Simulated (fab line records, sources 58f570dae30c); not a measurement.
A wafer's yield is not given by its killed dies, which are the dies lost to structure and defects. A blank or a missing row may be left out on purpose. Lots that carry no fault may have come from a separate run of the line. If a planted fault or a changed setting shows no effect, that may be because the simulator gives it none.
Split-lot trial	flow berkeley cmos170	on a route of 331 steps: 5 lots, 23 wafers read

THE SPLIT
At UCB170_NSD_EXPOSE_03 (exposes mask NSELECT MOD, target cd 1200 nm), the setting dose mj was moved away from the recipe's 30 on 5 of the 23 wafers read, by +4.5% to +6.1%. The other wafers ran this setting at the recipe's value.

FROM THE SPLIT TO THE READING: what the file shows between them, 2 steps
- UCB170_NSD_PEB_04
- UCB170_NSD_DEVELOP_05: develop time 45 s

THE READING
cd nm at UCB170_NSD_CD_MEAS_06, given in nm (cd target 1200 nm). A value of 1199.8 nm with a standard deviation of 1.2 nm is what fault-free wafers of this fab line usually give.

wafer	tool, chamber at the split	dose mj as run	against the recipe	cd nm, nm	against lot-mates on the recipe
L075.2	krf scanner-02, 0	30	recipe	1200.1	-
L075.3	krf scanner-02, 0	31.82	+6.1%	1209.3	+9.3
L075.4	krf scanner-02, 0	30	recipe	1200.5	-
L075.5	krf scanner-02, 0	31.82	+6.1%	1209.8	+9.8
L075.6	krf scanner-02, 0	30	recipe	1199.4	-
L078.1	krf scanner-02, 0	30	recipe	1198.9	-
L078.2	krf scanner-02, 0	30	recipe	1198.6	-
L078.4	krf scanner-02, 0	30	recipe	1199.6	-
L078.5	krf scanner-02, 0	30	recipe	1197.6	-
L078.6	krf scanner-02, 0	30	recipe	1199.9	-
L079.1	krf scanner-01, 0	30	recipe	1200.2	-
L079.3	krf scanner-01, 0	30	recipe	1198.7	-
L079.4	krf scanner-01, 0	30	recipe	1199.3	-
L079.5	krf scanner-01, 0	30	recipe	1199.5	-
L079.6	krf scanner-01, 0	30	recipe	1200.3	-
L080.2	krf scanner-02, 0	30	recipe	1198.9	-
L080.4	krf scanner-02, 0	30	recipe	1201.1	-
L080.6	krf scanner-02, 0	30	recipe	1200.2	-
L085.2	krf scanner-02, 0	31.34	+4.5%	1206.8	+8.2
L085.3	krf scanner-02, 0	30	recipe	1198.6	-
L085.4	krf scanner-02, 0	30	recipe	1198.6	-
L085.5	krf scanner-02, 0	31.34	+4.5%	1206.3	+7.7
L085.6	krf scanner-02, 0	31.34	+4.5%	1207.0	+8.4

THE FIT
A straight line over all 23 wafers: cd nm changes by +1.65 nm for each +1% of dose mj; r = +0.98; the points scatter about the line by 0.8 nm.
The same after taking each lot's own level away (the mean of its wafers on the recipe; 23 wafers): +1.68 nm for each +1%; r = +0.98; scatter 0.7 nm.
Per that fit: largest dose mj move, reading shift of 10 nm.
Across the lots, their own levels run from 1198.60 to 1200.07 nm, a range of 1.2 times the standard deviation given above.
The two slopes are in agreement: the lot-to-lot level therefore moves the slope only a little.
Check: +10.5 nm against its lot-mates is what the line predicts for one of the wafers moved furthest among these (+6.1%) when that wafer is left out of the fit. Against them it came out at +9.3 nm.

THESE WAFERS: OTHER SPLITS
These wafers also went through other splits before the reading. Each is held against what the fit with the lots' levels taken away leaves over:
other split on the same wafers	wafers away from the commonest value	r with cd nm (lot level and that fit taken away)
UCB170_START_OXIDATION_02 ox time s	15	-0.05
UCB170_GATE_COAT_07 spin rpm	9	-0.26
UCB170_GATE_DEVELOP_11 develop time s	10	+0.30
UCB170_PLDD_EXPOSE_03 dose mj	10	+0.00

FILE'S OWN FIT
cd nm changes by +1.66 nm for each +1% of dose mj, r = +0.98.
